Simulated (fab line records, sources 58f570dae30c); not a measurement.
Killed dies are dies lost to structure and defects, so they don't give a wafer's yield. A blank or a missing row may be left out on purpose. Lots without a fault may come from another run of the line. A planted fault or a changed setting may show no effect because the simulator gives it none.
Chamber matching | flow berkeley_cmos170 | UCB170_SPACER_ETCHBACK_03 on rie_diel-01: 4 sister chambers
The step etches SiO2 in CHF3/CF4/Ar, stops on Si, target depth 376 nm, time 100 s. 4 wafers are shown with their chamber, then 7 later ones without.

WAFERS WITH THEIR CHAMBER
wafer  | chamber | drypump_motor_current_A (A)
L691.1 | 2       | 6.4
L692.2 | 3       | 5.3
L695.1 | 0       | 6.3
L695.4 | 1       | 4.7

WAFERS WITHOUT THEIR CHAMBER
wafer  | drypump_motor_current_A (A)
L695.6 | 5.3
L697.2 | 6.4
L697.5 | 4.7
L697.6 | 5.3
L698.1 | 4.7
L698.2 | 5.4
L698.6 | 5.4

WHICH CHAMBER EACH WENT THROUGH
wafer  | from the rows above     | in truth
L695.6 | 3                       | 3
L697.2 | can't be placed: 2 or 0 | 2
L697.5 | 1                       | 1
L697.6 | 3                       | 3
L698.1 | 1                       | 1
L698.2 | 3                       | 3
L698.6 | 3                       | 3
Placed correctly: 6 of 7. Can't be placed from these rows: 1 (the true chamber is among the candidates in 1). Placed wrongly: 0.
How it was worked out, from the rows above alone: a wafer's distance from a chamber is the root of the sum, over the readings, of the square of ((its reading less the chamber's mean) divided by the reading's scatter). The wafer belongs to the nearest chamber; if the next one is less than 2 further off, it can't be placed. A chamber's mean is the mean of its shown wafers. The scatter: with one shown wafer a chamber, the root of the mean of the squares of how far each hidden wafer lies from its nearest shown one.
